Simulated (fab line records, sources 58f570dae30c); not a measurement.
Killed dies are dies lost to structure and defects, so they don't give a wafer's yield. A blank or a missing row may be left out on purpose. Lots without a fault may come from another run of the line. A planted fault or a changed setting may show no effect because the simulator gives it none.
Which tool did it? | flow berkeley_cmos170 | 7 lots, 19 wafers sampled, at 2 steps of a route of 331

WHAT THE GAUGES READ, wafer by wafer
UCB170_M1_CD_MEAS_90: target cd 700 nm.
lot  | measured     | on        | cd_nm (nm)
L142 | day 7 08:50  | cd_sem-02 | 704.0 703.1 700.0
L140 | day 7 10:23  | cd_sem-02 | 705.2 704.9 704.3
L145 | day 8 12:02  | cd_sem-02 | 704.5 703.2 702.1
L151 | day 9 08:16  | cd_sem-01 | 706.6 701.3 698.3
L155 | day 10 11:45 | cd_sem-02 | 700.8 703.4 701.8
L157 | day 11 01:26 | cd_sem-01 | 715.2
L162 | day 12 06:12 | cd_sem-01 | 705.9 705.1 705.0

WHICH TOOL RAN EACH LOT (tool, then ch and the chambers of the sampled wafers, then the start)
lot  | UCB170_M1_METAL_ETCH_12
L142 | rie_metal-04 ch 0,1, day 7 08:35
L140 | rie_metal-02 ch 1, day 7 10:10
L145 | rie_metal-04 ch 0,1, day 8 11:49
L151 | rie_metal-02 ch 0,1, day 9 08:02
L155 | rie_metal-04 ch 0,1, day 10 11:29
L157 | rie_metal-04 ch 1, day 11 01:11
L162 | rie_metal-02 ch 0, day 12 05:57
- UCB170_M1_METAL_ETCH_12: etches Al in Cl2/BCl3, stops on PSG, target depth 780 nm, time 130 s.

THE ANSWER, worked out from the rows above alone
Rule: what is usual is taken from the lots themselves. Put in order of their means at a reading, lots are off if they are a third of the lots or fewer, leave a main group of 4 or more, and stand apart from it by a gap of 3 or more times the standard deviation of the main group's means; of several such gaps the widest counts. A main group whose means are all the same, to the digits that the tables above print for the reading, isn't used. A lot without any number at a reading at which 4 lots or more have one is off too. The other lots that the step has rows for count as sound.
Off: L157, at UCB170_M1_CD_MEAS_90 (cd_nm). The main group: mean 703.3 nm, standard deviation 1.3.
A tool fits if, at a process step before that reading, it ran every lot that is off, and no sound lot after the first of them. The gauges at UCB170_M1_CD_MEAS_90 are tried like those tools. One fits: rie_metal-04 at UCB170_M1_METAL_ETCH_12. Its last sound lot is L155 (day 10 11:29), its first lot that is off L157 (day 11 01:11): a fault that began between those two fits.

WHAT THE SIMULATOR HAD PUT IN
Process parameter drift: rie_metal-04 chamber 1, from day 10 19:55 on, at UCB170_M1_METAL_ETCH_12. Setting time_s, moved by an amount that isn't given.
Lots struck among those shown: L157. The rule above found the same.
